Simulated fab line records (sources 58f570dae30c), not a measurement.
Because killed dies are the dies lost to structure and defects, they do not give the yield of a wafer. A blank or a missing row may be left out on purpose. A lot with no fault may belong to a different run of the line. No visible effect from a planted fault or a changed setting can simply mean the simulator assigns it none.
fab line records	flow berkeley-cmos170
record: lots: 14	wafers: 42	last-day: 12
route steps=331 shown GATE@140 NLDD@166 NSD@196 SDANNEAL@204
lots untouched by any fault: they come from a run of this same line in which no faults occurred
start-h: hours from the record's first day to the start of the lot's first wafer shown	wait-h: hours from the lot's prior step to this one	" identical to the entry in the row above	L1.1+2: several wafers, shown together as one row	- no value, or no start was given	* or withheld: withheld	< > ~ a bound
route shown NAME@n: a module of which the file shows steps, and the number in the route of the first	usual: mean and standard deviation over wafers with no fault	same: alike in all rows	chamber/n: place in a boat	sites: readings site by site	_std_site: how widely they spread, as a standard deviation	_edge_site: outer sites' mean less inner sites'	radius-mm: for every site, how far away it sits from the centre of the wafer	mask NAME#n: copy n	behind: the tool/chamber that last shaped the wafer	hold: why the lot went on hold/how many hours it stayed there/how the hold came to an end	device: which transistor (n, p or np) failed to switch	end of line: at the end of the route, the tests of the same wafers	a step given without rows: its recipe and nothing more	killed: dies that structure and defects cost at the first sort, which is not the same as the wafer's yield	map: the dies of a wafer, with x for killed, . for not killed, _ for no die there
set.NAME: the run value of the setting; set.NAME@STEP: its run value at that earlier step	model.NAME: the simulator's own value behind a step, which no gauge read
steps of the route over a sample of lots; a table a step, a row a wafer
services: the hour from which a tool's chamber was out of use, counted from the record's first day as start-h (under 0 if before that day), plus the number of hours and why
== steps ==
step: UCB170_GATE_ETCH_14
recipe: chemistry: N2/H2	target-depth-a: withheld	overetch-a: withheld	target: BARC	time-s: withheld	source-w: 500	bias-w: 100	pressure-mtorr: 30	n2-flow-sccm: 100	h2-flow-sccm: 200
usual: drypump-motor-current-A: 5.5/0.37	oes-product-au: 1.015/0.021	throttle-valve-pct: 13.31/0.16
lot.wafer	tool	chamber	start-h	wait-h	drypump-motor-current-A	oes-product-au	throttle-valve-pct
L441.1	rie-diel-03	1	118.50	0.0	6.2	1.048	13.35
L441.3	"	0	"	"	5.8	1.015	12.87
L441.6	"	3	"	"	5.6	1.033	13.44
L444.1	rie-diel-02	1	129.52	0.0	4.9	1.037	13.22
L444.3	"	0	"	"	4.9	1.007	13.40
L444.5	"	0	"	"	4.9	0.995	13.40
L443.3	rie-diel-03	3	129.80	0.0	5.5	1.025	13.42
L443.4	"	1	"	"	6.2	1.046	13.37
L443.6	"	0	"	"	5.8	1.017	12.86
L445.1	rie-diel-03	3	147.15	0.0	5.5	1.020	13.44
L445.3	"	1	"	"	6.1	1.039	13.35
L445.5	"	0	"	"	5.8	1.015	12.86
L446.1	rie-diel-02	0	147.39	0.0	4.9	1.012	13.41
L446.4	"	3	"	"	5.8	1.038	13.43
L446.5	"	0	"	"	5.0	1.007	13.40
L447.1	rie-diel-02	1	155.21	0.0	4.9	1.035	13.25
L447.2	"	3	"	"	5.8	1.039	13.43
L447.3	"	2	"	"	5.8	0.998	13.34
L448.2	rie-diel-02	2	167.53	0.0	5.9	0.994	13.32
L448.4	"	1	"	"	5.0	1.030	13.24
L448.5	"	1	"	"	4.9	1.032	13.24
L453.3	rie-diel-02	1	176.23	0.0	5.0	1.028	13.22
L453.4	"	0	"	"	5.0	0.998	13.39
L453.6	"	3	"	"	5.8	1.046	13.43
L452.1	rie-diel-02	3	176.51	0.0	5.8	1.043	13.43
L452.2	"	0	"	"	4.9	1.003	13.41
L452.5	"	1	"	"	5.0	1.023	13.24
L457.2	rie-diel-01	0	204.83	0.0	5.6	1.002	13.49
L457.5	"	1	"	"	5.5	0.975	13.37
L457.6	"	0	"	"	5.6	1.016	13.52
L455.1	rie-diel-02	1	205.16	0.0	4.9	1.036	13.23
L455.3	"	0	"	"	4.9	1.012	13.40
L455.5	"	0	"	"	4.9	1.003	13.38
L460.1	rie-diel-01	1	228.93	0.0	5.5	0.961	13.36
L460.2	"	3	"	"	5.8	1.009	13.37
L460.5	"	3	"	"	5.8	1.002	13.36
L462.3	rie-diel-03	1	236.56	0.0	6.2	1.041	13.35
L462.5	"	0	"	"	5.8	1.018	12.88
L462.6	"	1	"	"	6.2	1.043	13.36
L464.2	rie-diel-01	1	245.93	0.0	5.5	0.962	13.37
L464.3	"	3	"	"	5.8	1.003	13.37
L464.5	"	2	"	"	5.4	0.986	13.16
step: UCB170_NLDD_IMPLANT_08
recipe: species: As	dose-cm2: 5e+13	energy-kev: 30	tilt-deg: 7	rotation-deg: 0
lot.wafer	tool	chamber	start-h	wait-h
L441.1+3+6	implanter-04	0	122.76	0.0
L444.1+3+5	implanter-02	0	134.50	0.0
L443.3+4+6	implanter-01	0	135.83	0.1
L445.1+3+5	implanter-04	0	150.67	0.0
L446.1+4+5	implanter-02	0	150.94	0.0
L447.1+2+3	implanter-04	0	160.76	0.0
L448.2+4+5	implanter-02	0	170.98	0.0
L453.3+4+6	implanter-02	0	180.03	0.1
L452.1+2+5	implanter-02	0	180.71	0.0
L457.2+5+6	implanter-04	0	208.74	0.0
L455.1+3+5	implanter-01	0	208.99	0.0
L460.1+2+5	implanter-04	0	234.80	0.0
L462.3+5+6	implanter-01	0	240.41	0.1
L464.2+3+5	implanter-01	0	249.60	0.0
step: UCB170_NSD_STRIP_09
recipe: chemistry: O2	power-w: 400	pressure-mtorr: 3500	platen-temp-c: withheld	o2-flow-sccm: 400	overash-fraction: 0.5
usual: drypump-motor-current-A: 5.80/0.27	oes-product-au: 0.533/0.0045	strip-time-to-endpoint-s: 35.82/0.07
lot.wafer	tool	chamber	start-h	wait-h	drypump-motor-current-A	oes-product-au	rf-hours-counter-h	strip-time-to-endpoint-s
L441.1	plasma-asher-03	0	133.46	0.1	6.30	0.534	0	35.83
L441.3	"	0	"	"	6.33	0.533	-	35.85
L441.6	"	0	"	"	6.30	0.541	-	35.90
L444.1	plasma-asher-03	1	144.40	0.1	5.79	0.537	1	35.86
L444.3	"	0	"	"	6.36	0.532	-	35.88
L444.5	"	0	"	"	6.39	0.537	-	35.87
L443.3	plasma-asher-04	0	144.67	0.1	5.56	0.533	-	35.69
L443.4	"	1	"	"	5.91	0.534	-	35.76
L443.6	"	1	"	"	5.92	0.540	-	35.69
L445.1	plasma-asher-04	0	160.37	0.1	5.53	0.538	46	35.78
L445.3	"	0	"	"	5.51	0.529	-	35.69
L445.5	"	0	"	"	5.53	0.526	-	35.83
L446.1	plasma-asher-02	0	161.00	0.1	5.82	0.520	39	35.69
L446.4	"	0	"	"	5.78	0.526	-	35.74
L446.5	"	1	"	"	5.52	0.533	-	35.68
L447.1	plasma-asher-03	0	171.75	0.1	6.38	0.531	4	35.75
L447.2	"	1	"	"	5.80	0.522	4	35.83
L447.3	"	0	"	"	6.37	0.532	-	35.88
L448.2	plasma-asher-02	1	179.12	0.1	5.52	0.536	41	35.74
L448.4	"	0	"	"	5.76	0.533	-	35.73
L448.5	"	1	"	"	5.50	0.533	-	35.79
L453.3	plasma-asher-04	0	189.84	0.1	5.57	0.537	-	35.89
L453.4	"	1	"	"	5.91	0.539	-	35.84
L453.6	"	1	"	"	5.89	0.532	-	35.92
L452.1	plasma-asher-02	0	190.38	0.1	5.77	0.531	42	35.79
L452.2	"	1	"	"	5.51	0.532	42	35.83
L452.5	"	1	"	"	5.50	0.534	-	35.86
L457.2	plasma-asher-04	1	218.99	0.1	5.92	0.537	52	35.87
L457.5	"	1	"	"	5.91	0.536	-	35.88
L457.6	"	0	"	"	5.53	0.534	-	35.88
L455.1	plasma-asher-04	1	219.36	0.1	5.93	0.530	52	35.82
L455.3	"	1	"	"	5.94	0.528	-	35.81
L455.5	"	0	"	"	5.57	0.531	-	35.88
L460.1	plasma-asher-04	1	241.87	0.1	5.92	0.528	54	35.68
L460.2	"	0	"	"	5.55	0.538	54	35.81
L460.5	"	0	"	"	5.53	0.543	-	35.66
L462.3	plasma-asher-02	1	250.32	0.1	5.51	0.533	-	35.94
L462.5	"	1	"	"	5.50	0.528	-	35.85
L462.6	"	0	"	"	5.78	0.528	-	35.84
L464.2	plasma-asher-04	0	260.39	0.1	5.55	0.535	56	35.82
L464.3	"	1	"	"	5.90	0.534	-	35.85
L464.5	"	0	"	"	5.54	0.535	-	35.93
step: UCB170_SDANNEAL_RTA_00
recipe: temp-c: 900	time-s: 10	ambient: N2
usual: chamber-o2-ppm: 1.999/0.022	lamp-power-pct: 25.3/0.36	wafer_temp_C_max: 904.2/1.1
lot.wafer	tool	chamber	start-h	wait-h	chamber-o2-ppm	lamp-power-pct	wafer_temp_C_max
L441.1	rtp-anneal-01	0	135.89	0.0	2.012	25.0	905.8
L441.3	"	0	"	"	1.997	25.0	907.3
L441.6	"	0	"	"	2.018	25.0	904.0
L444.1	rtp-anneal-02	0	145.46	0.0	1.960	25.7	902.4
L444.3	"	0	"	"	1.967	25.7	904.0
L444.5	"	0	"	"	1.985	25.7	902.9
L443.3	rtp-anneal-01	0	145.72	0.0	2.025	25.0	903.9
L443.4	"	0	"	"	1.989	25.0	905.6
L443.6	"	0	"	"	2.021	25.0	904.0
L445.1	rtp-anneal-01	0	161.63	0.0	2.005	25.0	903.7
L445.3	"	0	"	"	1.994	25.0	903.6
L445.5	"	0	"	"	2.006	25.0	905.1
L446.1	rtp-anneal-02	0	162.08	0.0	1.953	25.7	903.1
L446.4	"	0	"	"	1.972	25.7	902.2
L446.5	"	0	"	"	1.993	25.7	902.8
L447.1	rtp-anneal-01	0	172.82	0.0	2.025	25.0	905.7
L447.2	"	0	"	"	1.988	25.0	905.8
L447.3	"	0	"	"	1.992	25.0	905.1
L448.2	rtp-anneal-02	0	180.46	0.0	1.944	25.7	902.8
L448.4	"	0	"	"	2.039	25.7	903.4
L448.5	"	0	"	"	1.984	25.7	903.9
L453.3	rtp-anneal-01	0	190.89	0.0	1.976	25.0	905.5
L453.4	"	0	"	"	1.989	25.0	904.7
L453.6	"	0	"	"	1.971	25.1	905.5
L452.1	rtp-anneal-01	0	191.46	0.0	2.006	25.0	904.9
L452.2	"	0	"	"	1.977	25.0	905.9
L452.5	"	0	"	"	1.996	25.0	904.5
L457.2	rtp-anneal-01	0	220.65	0.0	2.022	25.0	906.9
L457.5	"	0	"	"	2.007	25.0	906.3
L457.6	"	0	"	"	1.991	25.0	904.1
L455.1	rtp-anneal-01	0	221.09	0.0	2.026	25.0	905.3
L455.3	"	0	"	"	2.010	25.0	906.1
L455.5	"	0	"	"	1.966	25.0	903.9
L460.1	rtp-anneal-02	0	242.94	0.0	2.002	25.7	903.6
L460.2	"	0	"	"	2.009	25.8	903.2
L460.5	"	0	"	"	2.002	25.8	903.2
L462.3	rtp-anneal-01	0	251.36	0.0	1.978	25.0	903.6
L462.5	"	0	"	"	2.003	25.0	905.3
L462.6	"	0	"	"	2.001	25.0	904.1
L464.2	rtp-anneal-01	0	262.30	0.1	1.993	25.0	903.5
L464.3	"	0	"	"	1.945	25.0	904.6
L464.5	"	0	"	"	2.000	25.0	902.9
step: UCB170_SDANNEAL_RS_MEAS_05
recipe: thk-meas-gauge: four-point-probe
usual: NLDD_RS: 616.2/1.4
lot.wafer	tool	chamber	start-h	wait-h	NLDD_RS[ohm/sq]
L441.1	film-metro-01	-	136.38	0.1	615.8
L441.3	"	-	"	"	614.0
L441.6	"	-	"	"	615.2
L444.1	film-metro-03	-	145.94	0.1	615.0
L444.3	"	-	"	"	615.8
L444.5	"	-	"	"	616.2
L443.3	film-metro-01	-	146.23	0.1	615.6
L443.4	"	-	"	"	615.1
L443.6	"	-	"	"	614.8
L445.1	film-metro-03	-	162.11	0.1	617.6
L445.3	"	-	"	"	615.1
L445.5	"	-	"	"	618.0
L446.1	film-metro-01	-	162.56	0.1	616.5
L446.4	"	-	"	"	615.9
L446.5	"	-	"	"	616.2
L447.1	film-metro-03	-	173.31	0.1	617.3
L447.2	"	-	"	"	618.0
L447.3	"	-	"	"	617.0
L448.2	film-metro-01	-	180.96	0.1	616.3
L448.4	"	-	"	"	616.8
L448.5	"	-	"	"	616.9
L453.3	film-metro-01	-	191.39	0.1	577.6
L453.4	"	-	"	"	559.3
L453.6	"	-	"	"	552.1
L452.1	film-metro-01	-	191.94	0.1	556.3
L452.2	"	-	"	"	579.1
L452.5	"	-	"	"	558.1
L457.2	film-metro-02	-	221.15	0.1	613.8
L457.5	"	-	"	"	613.8
L457.6	"	-	"	"	615.0
L455.1	film-metro-01	-	221.58	0.1	614.3
L455.3	"	-	"	"	614.0
L455.5	"	-	"	"	616.1
L460.1	film-metro-02	-	243.42	0.1	614.6
L460.2	"	-	"	"	615.3
L460.5	"	-	"	"	616.7
L462.3	film-metro-03	-	251.87	0.1	616.1
L462.5	"	-	"	"	615.5
L462.6	"	-	"	"	615.3
L464.2	film-metro-03	-	262.79	0.1	614.8
L464.3	"	-	"	"	614.5
L464.5	"	-	"	"	613.9
== services ==
tool	chamber	start-h	hours	kind
implanter-04	-	97.11	0.9	repair
plasma-asher-03	-	108.75	9.0	pm
plasma-asher-03	0	108.75	9.0	vent-cycle
plasma-asher-03	1	108.75	9.0	vent-cycle
implanter-01	-	108.81	2.2	pm
plasma-asher-03	-	117.75	14.6	pm
plasma-asher-03	0	117.75	-	clean
plasma-asher-03	1	117.75	-	clean
rie-diel-03	0	148.56	7.9	repair
rie-diel-02	2	174.30	11.2	repair
rie-diel-02	0	185.32	1.3	repair
rie-diel-02	0	188.46	7.2	repair
plasma-asher-02	-	193.46	1.0	repair
rie-diel-02	2	197.88	4.0	repair
plasma-asher-03	-	212.55	1.7	repair
rie-diel-01	-	234.44	2.8	pm
rie-diel-02	-	244.89	2.8	pm
rie-diel-03	-	245.44	2.7	repair
rie-diel-01	0	254.25	9.5	repair
implanter-02	-	256.74	3.0	repair
plasma-asher-04	-	261.47	6.5	repair
== key ==
first-sign: step: UCB170_SDANNEAL_RS_MEAS_05	reading: NLDD_RS	direction: down	sigmas: 37	usual: 616.2	struck: 563.8
effect none on later readings
met-at UCB170_NLDD_IMPLANT_08
struck-lots L452,L453
rows-end L452.1,L452.5
sort-left-out L452.2
tester-left-out L452,L453
not-acting-at UCB170_GATE_ETCH_14,UCB170_NSD_STRIP_09,UCB170_SDANNEAL_RTA_00
onset-between 170.98 180.03
fault: kind: process-parameter-drift	tool: implanter-02	chamber: -	onset-h: 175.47	steps: UCB170_NLDD_IMPLANT_08	channel: tilt-deg	offset: -4	spread-by-wafer: 0.3	shape: step	end-h: 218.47	acts-in: these-recipes-only	stated: 7
tester-left-out: of these lots the tester's yield and bins aren't shown, on N5 and GAA mostly nor the transistor test; their killed dies are dies lost to structure and defects alone, not to doping, threshold or leakage, so they don't give the yield
sort-left-out: the simulated sort isn't trusted on such a fault, so these wafers' sort isn't shown, and their yield isn't known
rows-end: these wafers met a further fault down the route, and their rows from its step on are left out
